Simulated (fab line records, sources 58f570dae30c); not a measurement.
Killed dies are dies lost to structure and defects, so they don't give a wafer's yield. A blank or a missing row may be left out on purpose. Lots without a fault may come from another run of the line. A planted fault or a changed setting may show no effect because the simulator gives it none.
Which tool did it? | flow berkeley_cmos170 | 13 lots, 39 wafers sampled, at 4 steps of a route of 331

WHAT THE GAUGES READ, wafer by wafer
UCB170_NVT_OVL_MEAS_06.
lot  | measured     | on         | NVT_OVL (nm)
L176 | day 6 11:12  | overlay-02 | -1 -5 -8
L179 | day 7 08:07  | overlay-02 | -7 -11 7
L180 | day 7 18:08  | overlay-02 | -4 -13 -3
L183 | day 8 01:22  | overlay-02 | 1 -6 -2
L182 | day 8 01:34  | overlay-02 | 1 -1 3
L184 | day 8 12:40  | overlay-01 | 13 8 12
L187 | day 9 04:25  | overlay-01 | -4 11 6
L189 | day 9 18:59  | overlay-02 | 1 -6 0
L191 | day 10 04:26 | overlay-02 | -5 0 1
L195 | day 10 14:28 | overlay-01 | 4 2 1
L194 | day 10 14:58 | overlay-01 | 0 -1 -5
L193 | day 10 15:10 | overlay-02 | -6 9 0
L199 | day 11 14:21 | overlay-01 | -4 3 -1

UCB170_CONTACT_CD_MEAS_15: target cd 700 nm.
lot  | measured     | on        | cd_nm (nm)
L176 | day 8 04:26  | cd_sem-02 | 698.5 698.8 698.3
L179 | day 9 02:57  | cd_sem-02 | 699.5 699.2 700.1
L180 | day 9 13:50  | cd_sem-02 | 698.8 698.0 697.5
L183 | day 9 16:35  | cd_sem-02 | 697.4 697.5 698.0
L182 | day 9 14:22  | cd_sem-02 | 697.4 698.3 697.9
L184 | day 10 11:49 | cd_sem-02 | 697.9 698.9 698.7
L187 | day 10 13:58 | cd_sem-01 | 700.4 698.9 699.6
L189 | day 11 14:38 | cd_sem-01 | 699.1 699.4 698.8
L191 | day 11 22:07 | cd_sem-01 | 699.7 700.9 700.7
L195 | day 12 07:35 | cd_sem-02 | 698.6 700.1 699.6
L194 | day 12 06:48 | cd_sem-01 | 699.9 698.1 700.5
L193 | day 12 09:50 | cd_sem-01 | 699.7 700.1 699.8
L199 | day 13 13:05 | cd_sem-01 | 699.9 699.4 699.4

UCB170_V1_THK_MEAS_01.
lot  | measured     | on            | V1_TEOS_THK (nm)
L176 | day 8 08:40  | film_metro-04 | 2003 2063 2049
L179 | day 9 06:55  | film_metro-01 | 1945 1980 1997
L180 | day 9 18:57  | film_metro-01 | 2007 2049 2047
L183 | day 9 21:37  | film_metro-04 | 1998 2023 2015
L182 | day 9 20:16  | film_metro-03 | 1947 1978 2023
L184 | day 10 16:20 | film_metro-03 | 2017 2039 2057
L187 | day 10 18:14 | film_metro-01 | 1998 1994 1994
L189 | day 11 18:34 | film_metro-04 | 1959 1999 1988
L191 | day 12 03:01 | film_metro-01 | 2025 1991 2027
L195 | day 12 12:19 | film_metro-01 | 1965 1955 2003
L194 | day 12 10:59 | film_metro-03 | 1957 1988 2011
L193 | day 12 14:37 | film_metro-01 | 1947 1957 2002
L199 | day 13 16:56 | film_metro-03 | 1991 1987 2033

WHICH TOOL RAN EACH LOT (tool, then ch and the chambers of the sampled wafers, then the start)
lot  | UCB170_SILICIDE_PRE_CLEAN_00
L176 | pvd_sputter-04, day 8 00:14
L179 | pvd_sputter-01, day 8 22:46
L180 | pvd_sputter-01, day 9 09:28
L183 | pvd_sputter-01, day 9 10:18
L182 | pvd_sputter-02, day 9 09:53
L184 | pvd_sputter-01, day 10 07:01
L187 | pvd_sputter-02, day 10 07:39
L189 | pvd_sputter-01, day 11 10:23
L191 | pvd_sputter-04, day 11 16:44
L195 | pvd_sputter-01, day 12 02:49
L194 | pvd_sputter-04, day 12 02:23
L193 | pvd_sputter-02, day 12 03:26
L199 | pvd_sputter-01, day 13 05:38
- UCB170_SILICIDE_PRE_CLEAN_00: preclean etch time 60 s.

WHAT THE TOOLS THEMSELVES READ (means of the sampled wafers that have a number; where no wafer has one, the mark that the record gives instead)
The record holds no such reading with a usual standard deviation.

THE ANSWER, worked out from the rows above alone
Rule: what is usual is taken from the lots themselves. Put in order of their means at a reading, lots are off if they are a third of the lots or fewer, leave a main group of 4 or more, and stand apart from it by a gap of 3 or more times the standard deviation of the main group's means; of several such gaps the widest counts. A main group whose means are all the same, to the digits that the tables above print for the reading, isn't used. A lot without any number at a reading at which 4 lots or more have one is off too. The other lots that the step has rows for count as sound. The gauges are gone through in route order, then the tools' own readings, and for those a lot's mean is taken as printed above. The first step at which some lot is off is used, and at that step the reading that is off furthest; a lot without a number counts as furthest.
No lot is off at any reading shown: from this, nothing can be told.

WHAT THE SIMULATOR HAD PUT IN
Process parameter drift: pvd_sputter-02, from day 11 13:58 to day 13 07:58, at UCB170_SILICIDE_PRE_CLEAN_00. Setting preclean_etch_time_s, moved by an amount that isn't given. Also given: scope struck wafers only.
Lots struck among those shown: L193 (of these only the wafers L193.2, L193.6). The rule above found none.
